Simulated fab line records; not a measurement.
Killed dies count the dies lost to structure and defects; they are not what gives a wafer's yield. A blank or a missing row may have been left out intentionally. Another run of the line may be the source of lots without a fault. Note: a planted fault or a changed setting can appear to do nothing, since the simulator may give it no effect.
The tool behind it: which one?    flow rit_cmos    Sampling: 14 lots, 42 wafers, 3 of 202 route steps

== WHAT THE GAUGES SHOWED, per wafer ==
RIT_FOX2_THK_MEAS_90. Usual: FIELD_OXIDE_LEFT_1_THK gives 322 nm (standard deviation 6.5).
lot   measured     on             FIELD_OXIDE_LEFT_1_THK (nm)  flag
L796  day 2 01:39  film_metro-01  326 323 328                  
L797  day 2 07:32  film_metro-03  326 326 326                  
L798  day 2 11:39  film_metro-04  335 329 335                  
L799  day 2 16:56  film_metro-03  324 318 320                  
L800  day 2 21:20  film_metro-01  322 326 328                  
L801  day 3 03:38  film_metro-03  317 315 322                  
L802  day 3 11:41  film_metro-01  328 326 327                  
L804  day 3 17:56  film_metro-03  329 323 320                  
L805  day 3 23:13  film_metro-03  320 320 316                  
L806  day 4 04:53  film_metro-03  308 317 313                  
L807  day 4 09:29  film_metro-04  316 312 323                  
L811  day 5 06:08  film_metro-04  303 308 309                  
L812  day 5 09:47  film_metro-04  306 300 307                  
L816  day 6 06:20  film_metro-01  321 323 327                  

RIT_FOX2_THK_MEAS_91. Usual: FIELD_OXIDE_LEFT_2_THK gives 254 nm (standard deviation 6.5).
lot   measured     on             FIELD_OXIDE_LEFT_2_THK (nm)  flag
L796  day 2 15:21  film_metro-04  258 255 260                  
L797  day 2 19:54  film_metro-01  258 258 258                  
L798  day 3 01:11  film_metro-03  266 261 267                  
L799  day 3 06:08  film_metro-03  256 250 251                  
L800  day 3 09:50  film_metro-01  255 258 260                  
L801  day 3 17:19  film_metro-03  249 246 253                  
L802  day 4 00:13  film_metro-01  261 258 260                  
L804  day 4 06:28  film_metro-01  261 255 252                  
L805  day 4 12:53  film_metro-03  251 251 247                  
L806  day 4 17:33  film_metro-03  240 249 245                  
L807  day 4 22:50  film_metro-03  247 243 254                  
L811  day 5 19:26  film_metro-03  235 240 241                  
L812  day 5 22:40  film_metro-01  238 232 239                  
L816  day 6 19:13  film_metro-01  253 254 259                  

== WHAT TOOL EACH LOT RAN ON (gives the tool, then ch and the chambers of the sampled wafers, and finally the start) ==
lot   RIT_FOX2_CLEAN_02
L796  wet_bench-04 ch 1, day 2 00:46
L797  wet_bench-04 ch 2, day 2 06:42
L798  wet_bench-04 ch 2, day 2 10:49
L799  wet_bench-03 ch 1, day 2 16:06
L800  wet_bench-03 ch 0, day 2 20:31
L801  wet_bench-04 ch 1, day 3 02:48
L802  wet_bench-03 ch 1, day 3 10:49
L804  wet_bench-03 ch 0, day 3 17:07
L805  wet_bench-02 ch 0, day 3 22:23
L806  wet_bench-02 ch 3, day 4 04:04
L807  wet_bench-02 ch 3, day 4 08:39
L811  wet_bench-04 ch 1, day 5 05:19
L812  wet_bench-04 ch 2, day 5 08:58
L816  wet_bench-02 ch 0, day 6 05:29
- RIT_FOX2_CLEAN_02: cleans in dHF, time 180 s.

== WHAT THE TOOLS THEMSELVES READ (means of the sampled wafers that have a number; where no wafer has one, the mark that the record gives instead) ==
RIT_FOX2_CLEAN_02. Usual: 206.2 s for run_length_s, sd 2.5.
lot   tool          run_length_s (s)  flag
L796  wet_bench-04  203.8             
L797  wet_bench-04  205.5             
L798  wet_bench-04  205.6             
L799  wet_bench-03  206.5             
L800  wet_bench-03  203.4             
L801  wet_bench-04  210.6             
L802  wet_bench-03  206.0             
L804  wet_bench-03  203.7             
L805  wet_bench-02  207.9             
L806  wet_bench-02  208.1             
L807  wet_bench-02  207.1             
L811  wet_bench-04  383.1             OFF
L812  wet_bench-04  386.6             OFF
L816  wet_bench-02  205.5             

== THE ANSWER, worked out from the rows above alone ==
Rule: a lot is off if the mean of its wafers that have a number lies more than 3 standard deviations from the usual mean. Also off: a lot with no number at a reading for which 4 or more lots have one. All remaining lots with rows at the step are treated as sound. First the gauges in route order, then the tools' own readings, where a lot's mean is used as printed above. The first step at which some lot is off is used, and at that step the reading that is off furthest; a lot without a number counts as furthest.
Off: L811, L812 (RIT_FOX2_CLEAN_02, run_length_s).
If a tool, at that step or one of the process steps before it, ran each lot that is off and ran no sound lot following the first of them, it fits. One fits: RIT_FOX2_CLEAN_02 on wet_bench-04. Its last sound lot is L801 (day 3 02:48), its first lot that is off L811 (day 5 05:19): a fault that began between those two fits.
The tool's own readings at RIT_FOX2_CLEAN_02 bear it out: on the lots that are off they differ by more than 5 times the standard deviation of the sound lots' means. run_length_s reads 384.9 s there against 206.1 s on the sound lots.

== WHAT WAS PUT IN BY THE SIMULATOR ==
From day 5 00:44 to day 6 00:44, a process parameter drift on wet_bench-04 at RIT_FOX2_CLEAN_02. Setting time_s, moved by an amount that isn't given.
Struck lots among those shown: L811, L812. This agrees with what the rule above found.
